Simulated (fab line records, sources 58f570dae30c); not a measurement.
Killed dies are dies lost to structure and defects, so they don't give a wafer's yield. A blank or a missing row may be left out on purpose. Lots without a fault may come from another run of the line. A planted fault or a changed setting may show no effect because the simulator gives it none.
Chamber matching | flow berkeley_cmos170 | UCB170_V1_CMP_02 on cmp-01: 4 sister chambers
The step polishes SiO2. 7 wafers are shown with their chamber, then 9 later ones without.

WAFERS WITH THEIR CHAMBER
wafer  | chamber | motor_current_A (A)
L738.6 | 1       | 13.8
L739.4 | 0       | 15.2
L741.1 | 0       | 14.6
L741.3 | 2       | 12.4
L744.2 | 2       | 13.2
L744.4 | 3       | 17.7
L744.6 | 3       | 18.0

WAFERS WITHOUT THEIR CHAMBER
wafer  | motor_current_A (A)
L745.1 | 12.4
L745.2 | 14.7
L745.4 | 17.8
L747.2 | 16.8
L747.3 | 14.8
L747.5 | 15.0
L748.4 | 15.6
L748.5 | 13.6
L748.6 | 15.3

WHICH CHAMBER EACH WENT THROUGH
wafer  | from the rows above     | in truth
L745.1 | 2                       | 2
L745.2 | can't be placed: 0 or 1 | 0
L745.4 | 3                       | 3
L747.2 | can't be placed: 3 or 0 | 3
L747.3 | 0                       | 0
L747.5 | 0                       | 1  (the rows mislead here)
L748.4 | 0                       | 0
L748.5 | can't be placed: 1 or 2 | 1
L748.6 | 0                       | 0
Placed correctly: 5 of 9. Can't be placed from these rows: 3 (the true chamber is among the candidates in 3). Placed wrongly: 1.
How it was worked out, from the rows above alone: a wafer's distance from a chamber is the root of the sum, over the readings, of the square of ((its reading less the chamber's mean) divided by the reading's scatter). The wafer belongs to the nearest chamber; if the next one is less than 2 further off, it can't be placed. A chamber's mean is the mean of its shown wafers. The scatter: the root of (the sum of the squares of (reading less its chamber's mean) over the shown wafers, divided by (wafers less chambers)).
